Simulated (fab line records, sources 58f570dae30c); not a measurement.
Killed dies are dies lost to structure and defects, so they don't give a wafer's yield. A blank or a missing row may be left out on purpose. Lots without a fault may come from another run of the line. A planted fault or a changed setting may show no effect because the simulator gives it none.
Split-lot experiment | flow berkeley_cmos170 | 5 lots, 23 wafers read, on a route of 331 steps

THE SPLIT
At UCB170_PFIELD_IMPLANT_07, the setting energy_kev was moved away from the recipe's 80 on 11 of the 23 wafers read, by -2.3% to +5.3%. The other wafers ran this setting at the recipe's value.

The reading is taken at the split's own step.

THE READING
implant.drp_nm (the simulator's own value, which no gauge read), in nm, at UCB170_PFIELD_IMPLANT_07. The file gives no usual value for it.

wafer  | tool, chamber at the split | energy_kev as run | against the recipe | implant.drp_nm, nm | against lot-mates on the recipe
L074.1 | implanter-01, 0            | 80                | recipe             | 74.86              | -
L074.2 | implanter-01, 0            | 80                | recipe             | 74.86              | -
L074.3 | implanter-01, 0            | 80                | recipe             | 74.86              | -
L074.4 | implanter-01, 0            | 78.17             | -2.3%              | 74.02              | -0.84
L074.6 | implanter-01, 0            | 78.17             | -2.3%              | 74.02              | -0.84
L077.1 | implanter-04, 0            | 82.37             | +3.0%              | 75.89              | +1.03
L077.2 | implanter-04, 0            | 82.37             | +3.0%              | 75.89              | +1.03
L077.5 | implanter-04, 0            | 82.37             | +3.0%              | 75.89              | +1.03
L077.3 | implanter-04, 0            | 80                | recipe             | 74.86              | -
L077.6 | implanter-04, 0            | 80                | recipe             | 74.86              | -
L075.1 | implanter-01, 0            | 84.24             | +5.3%              | 76.68              | +1.82
L075.3 | implanter-01, 0            | 84.24             | +5.3%              | 76.68              | +1.82
L075.5 | implanter-01, 0            | 84.24             | +5.3%              | 76.68              | +1.82
L075.4 | implanter-01, 0            | 80                | recipe             | 74.86              | -
L075.6 | implanter-01, 0            | 80                | recipe             | 74.86              | -
L078.2 | implanter-04, 0            | 80                | recipe             | 74.86              | -
L078.3 | implanter-04, 0            | 80                | recipe             | 74.86              | -
L078.4 | implanter-04, 0            | 84.09             | +5.1%              | 76.62              | +1.76
L078.5 | implanter-04, 0            | 84.09             | +5.1%              | 76.62              | +1.76
L078.6 | implanter-04, 0            | 84.09             | +5.1%              | 76.62              | +1.76
L083.1 | implanter-01, 0            | 80                | recipe             | 74.86              | -
L083.2 | implanter-01, 0            | 80                | recipe             | 74.86              | -
L083.4 | implanter-01, 0            | 80                | recipe             | 74.86              | -

THE FIT
A straight line over all 23 wafers: implant.drp_nm changes by +0.347 nm for each +1% of energy_kev; r = +1.00; the points scatter about the line by 0.015 nm.
The same after taking each lot's own level away (the mean of its wafers on the recipe; 23 wafers): +0.347 nm for each +1%; r = +1.00; scatter 0.015 nm.
On that fit, the largest move of energy_kev shifts the reading by 1.8 nm.
The lots' own levels span 74.860 to 74.860 nm.
So the lot-to-lot level changes the slope little: the two slopes agree.
Check: with one of the wafers moved furthest among these (+5.3%) left out of the fit, the line predicts +1.83 nm for it against its lot-mates. It came out at +1.82 nm against them.

OTHER SPLITS ON THESE WAFERS
These wafers also went through other splits before the reading. Each is held against what the fit with the lots' levels taken away leaves over:
other split on the same wafers         | wafers away from the commonest value | r with implant.drp_nm (lot level and that fit taken away)
UCB170_START_OXIDATION_02 temp_c       | 10                                   | -0.19
UCB170_ZERO_STRIP_07 o2_flow_sccm      | 8                                    | +0.23
UCB170_NWELL_COAT_07 spin_rpm          | 10                                   | -0.34
UCB170_NWELL_DEVELOP_11 develop_time_s | 6                                    | -0.03
UCB170_PWELL_CVD_05 pressure_mtorr     | 15                                   | +0.28
UCB170_PWELL_ETCH_14 rf_w              | 11                                   | -0.36
UCB170_ACTIVE_OXIDATION_02 temp_c      | 18                                   | -0.48
UCB170_ACTIVE_ETCH_15 time_s           | 5                                    | -0.15

THE WHOLE CHAIN: every reading that the file lists as answering this split, in the file's order
step                     | what it does | reading                                                         | change (the file's fit)               | r (the file's)
UCB170_PFIELD_IMPLANT_07 |              | implant.rp_nm (the simulator's own value, which no gauge read)  | +2.19 nm for each +1% of the setting  | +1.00
UCB170_PFIELD_IMPLANT_07 |              | implant.drp_nm (the simulator's own value, which no gauge read) | +0.346 nm for each +1% of the setting | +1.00

THE FILE'S OWN FIT
implant.drp_nm changes by +0.346 nm for each +1% of energy_kev, r = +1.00.
